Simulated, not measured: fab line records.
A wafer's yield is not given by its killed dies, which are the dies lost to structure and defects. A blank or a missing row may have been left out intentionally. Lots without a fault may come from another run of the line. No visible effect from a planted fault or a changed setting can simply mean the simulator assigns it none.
2 desks looking at one fault    flow rit cmos    numbers are kept per desk, each desk with only its own; the story behind them comes last

## THE METROLOGY DESK
Lot by lot, what the gauges showed, no matter which tool ran the lot: averages of those sampled wafers that carry a number. A lot is out of limits, marked OUT, if its mean lies more than 4 standard deviations from the usual mean; the brackets give that distance.
Columns: A = FIELD_OXIDE_LEFT_1_THK at RIT_FOX2_THK_MEAS_90, usual 321 nm; B = PWELL_RS at RIT_WELLDRIVE_RS_MEAS_02, usual 429.5 ohm/sq; C = PRETRO_OVL at RIT_PRETRO_OVL_MEAS_06, usual 0.3 nm; D = FIELD_OXIDE_LEFT_2_THK at RIT_FOX2_THK_MEAS_91, usual 253 nm
lot   first seen here  A    B      C     D
L222  day 1 21:06      314  429.2  0.7   245
L223  day 2 01:14      312  429.3  -1.0  244
L225  day 2 12:05      317  429.1  1.9   248
L226  day 2 16:32      310  428.6  0.1   243
L227  day 2 21:38      337  430.0  -1.6  269
L228  day 3 02:49      334  430.7  -0.9  265
L231  day 3 19:02      319  429.3  1.0   251
L232  day 4 03:53      316  430.2  0.1   248
L234  day 4 08:23      325  430.0  2.3   257
L235  day 4 14:41      324  429.3  -0.5  255
L240  day 5 17:55      316  429.2  3.6   248
L241  day 5 19:46      321  431.9  0.3   253
L242  day 6 00:03      328  428.9  0.9   259
L244  day 6 11:35      327  428.0  3.9   260
This desk found nothing out of limits on any of the 14 lots.

## AT THE TOOL OWNER'S DESK: iline stepper-01
The tool's own readings at RIT_PRETRO_EXPOSE_03 (exposes mask M5, target cd 43700 nm): means of the sampled wafers that have a number, for each lot that ran on this tool. A lot is out of limits, marked OUT, if its mean lies more than 4 standard deviations from the usual mean; the brackets give that distance.
Columns: A = reticle temp C at RIT_PRETRO_EXPOSE_03, usual 23.01 C
lot   first seen here  A
L223  day 2 12:22      23.00
L225  day 2 23:02      22.95
L227  day 3 09:13      22.98
L228  day 3 14:02      23.05
L231  day 4 06:52      23.05
L234  day 4 19:57      23.05
L235  day 5 01:30      22.87
L240  day 6 04:35      22.96
L244  day 6 22:38      23.12
This desk found nothing out of limits on any of the 9 lots.

## TAKEN TOGETHER
From the metrology desk's view, nothing was out of limits.
The desk of the tool owner found nothing out of limits.

## WHAT THE SIMULATOR HAD INSERTED
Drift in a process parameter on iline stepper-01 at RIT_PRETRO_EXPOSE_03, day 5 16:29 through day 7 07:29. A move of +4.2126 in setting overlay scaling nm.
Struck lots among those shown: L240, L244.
